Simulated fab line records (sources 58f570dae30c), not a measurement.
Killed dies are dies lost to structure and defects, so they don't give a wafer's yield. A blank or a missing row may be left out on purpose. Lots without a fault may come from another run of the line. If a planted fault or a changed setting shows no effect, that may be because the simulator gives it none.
A sampling plan put to the test / flow berkeley cmos170 / one fab line, 4 faults that these records tell of, each judged on the records of the lots that it struck; 2 more are left out, because the records don't allow judging them
What counts as the plan is the set of the line's own looks, namely the steps on the route at which a gauge or an inspection reads a wafer and does not change it. A look can be judged if struck wafers have a number there and the file gives its usual mean and standard deviation on fault-free wafers. Caught: at a look after the fault's first step, the mean of the struck wafers lies 4 or more of those standard deviations (sigma) from the usual mean. On the tool: the identical test, applied to the tool's own readings at the steps of the fault. Also counted as caught: the struck wafers showing another recipe, or a record that is empty for them alone.

THE FAULTS, as the simulator had put them in
1. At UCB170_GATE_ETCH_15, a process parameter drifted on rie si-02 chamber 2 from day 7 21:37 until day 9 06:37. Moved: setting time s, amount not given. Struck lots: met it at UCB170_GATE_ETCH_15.
2. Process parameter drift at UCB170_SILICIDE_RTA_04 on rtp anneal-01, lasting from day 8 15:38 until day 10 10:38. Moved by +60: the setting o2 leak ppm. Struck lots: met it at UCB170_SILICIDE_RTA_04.
3. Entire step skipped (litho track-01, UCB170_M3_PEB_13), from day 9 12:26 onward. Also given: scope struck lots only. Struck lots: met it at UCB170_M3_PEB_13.
4. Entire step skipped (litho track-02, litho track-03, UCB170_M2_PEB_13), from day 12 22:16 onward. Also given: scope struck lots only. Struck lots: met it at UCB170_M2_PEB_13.

WHAT THE PLAN SAW
fault=1; on the tool itself=run length s -49 sigma; first look that catches it=no look after it can be judged; reading, sigma=-; median hours from its first step to that look=-; hours from the fault's start to the first struck lot there=-; judged looks passed uncaught=0
fault=2; on the tool itself=chamber o2 ppm +99 or beyond sigma; first look that catches it=no look after it can be judged; reading, sigma=-; median hours from its first step to that look=-; hours from the fault's start to the first struck lot there=-; judged looks passed uncaught=0
fault=3; on the tool itself=the tool's record is blank for the struck wafers; first look that catches it=no look after it can be judged; reading, sigma=-; median hours from its first step to that look=-; hours from the fault's start to the first struck lot there=-; judged looks passed uncaught=0
fault=4; on the tool itself=the tool's record is blank for the struck wafers; first look that catches it=no look after it can be judged; reading, sigma=-; median hours from its first step to that look=-; hours from the fault's start to the first struck lot there=-; judged looks passed uncaught=0
A dash: this means the fault isn't caught or the number doesn't appear in these records.

Caught at a look: 0 of 4. Caught on the tool: 4 of 4. By one or the other: 4 of 4.
Caught on the tool alone: faults 1, 2, 3, 4.
